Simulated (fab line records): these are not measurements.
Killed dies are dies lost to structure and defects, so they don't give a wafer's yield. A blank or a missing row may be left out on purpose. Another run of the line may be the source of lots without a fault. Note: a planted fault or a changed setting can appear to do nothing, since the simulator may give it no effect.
Split-lot trial | flow berkeley cmos170 | on a route of 331 steps: 5 lots, 23 wafers read

THE SPLIT
At UCB170_NWELL_CVD_04 (deposits Si3N4 from SiH2Cl2/NH3, target thk 224 nm, time 3360 s), the setting pressure mtorr was moved away from the recipe's 200 mTorr on 20 of the 23 wafers read, by -13.1% to +14.3%. The other wafers ran this setting at the recipe's value.

The file shows no step between the split and the reading.

THE READING
NWELL_NITRIDE_THK (nm), taken at UCB170_NWELL_THK_MEAS_05. On this fab line, fault-free wafers typically give 225.8 nm with a standard deviation of 1.7 nm.

wafer  | tool, chamber at the split | pressure mtorr as run, mTorr | against the recipe | NWELL_NITRIDE_THK, nm | against lot-mates on the recipe
L075.1 | -, -                       | 228.7                        | +14.3%             | 235.6                 | no lot-mate on the recipe
L075.2 | -, -                       | 228.7                        | +14.3%             | 237.7                 | no lot-mate on the recipe
L075.3 | -, -                       | 228.7                        | +14.3%             | 237.0                 | no lot-mate on the recipe
L075.5 | -, -                       | 228.7                        | +14.3%             | 236.1                 | no lot-mate on the recipe
L075.6 | -, -                       | 228.7                        | +14.3%             | 236.4                 | no lot-mate on the recipe
L076.1 | -, -                       | 215.8                        | +7.9%              | 232.2                 | no lot-mate on the recipe
L076.2 | -, -                       | 215.8                        | +7.9%              | 230.6                 | no lot-mate on the recipe
L076.3 | -, -                       | 215.8                        | +7.9%              | 230.4                 | no lot-mate on the recipe
L076.4 | -, -                       | 215.8                        | +7.9%              | 232.1                 | no lot-mate on the recipe
L076.5 | -, -                       | 215.8                        | +7.9%              | 231.6                 | no lot-mate on the recipe
L080.1 | lpcvd-02, 0                | 200                          | recipe             | 228.0                 | -
L080.3 | lpcvd-02, 0                | 200                          | recipe             | 225.7                 | -
L080.5 | lpcvd-02, 0                | 200                          | recipe             | 228.3                 | -
L081.2 | -, -                       | 173.8                        | -13.1%             | 216.6                 | no lot-mate on the recipe
L081.3 | -, -                       | 173.8                        | -13.1%             | 213.8                 | no lot-mate on the recipe
L081.4 | -, -                       | 173.8                        | -13.1%             | 214.9                 | no lot-mate on the recipe
L081.5 | -, -                       | 173.8                        | -13.1%             | 215.2                 | no lot-mate on the recipe
L081.6 | -, -                       | 173.8                        | -13.1%             | 215.8                 | no lot-mate on the recipe
L082.1 | -, -                       | 215.7                        | +7.9%              | 232.7                 | no lot-mate on the recipe
L082.2 | -, -                       | 215.7                        | +7.9%              | 233.8                 | no lot-mate on the recipe
L082.3 | -, -                       | 215.7                        | +7.9%              | 229.8                 | no lot-mate on the recipe
L082.4 | -, -                       | 215.7                        | +7.9%              | 232.1                 | no lot-mate on the recipe
L082.5 | -, -                       | 215.7                        | +7.9%              | 231.6                 | no lot-mate on the recipe

THE FIT
A straight line over all 23 wafers: NWELL_NITRIDE_THK changes by +0.769 nm for each +1% of pressure mtorr; r = +0.99; the points scatter about the line by 1.2 nm.
Too few moved wafers have a lot-mate on the recipe to fit a line with each lot's own level taken away.

THE WHOLE CHAIN: every reading that the file lists as answering this split, in the file's order
step                     | what it does                                                                 | reading                                                                       | change (the file's fit)               | r (the file's)
UCB170_NWELL_CVD_04      | deposits Si3N4 from SiH2Cl2/NH3, target thk 224 nm, time 3360 s              | Si3N4_of_NWELL_CVD_04.thk nm (the simulator's own value, which no gauge read) | +0.769 nm for each +1% of the setting | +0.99
UCB170_NWELL_THK_MEAS_05 |                                                                              | NWELL_NITRIDE_THK                                                             | +0.769 for each +1% of the setting    | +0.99
UCB170_NWELL_ETCH_13     | etches Si3N4 in CH3F/Ar/O2, stops on SiO2, target depth 246.4 nm, time 154 s | etch.depth nm (the simulator's own value, which no gauge read)                | +0.772 nm for each +1% of the setting | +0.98

FILE'S OWN FIT
NWELL_NITRIDE_THK changes by +0.769 nm for each +1% of pressure mtorr, r = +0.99.
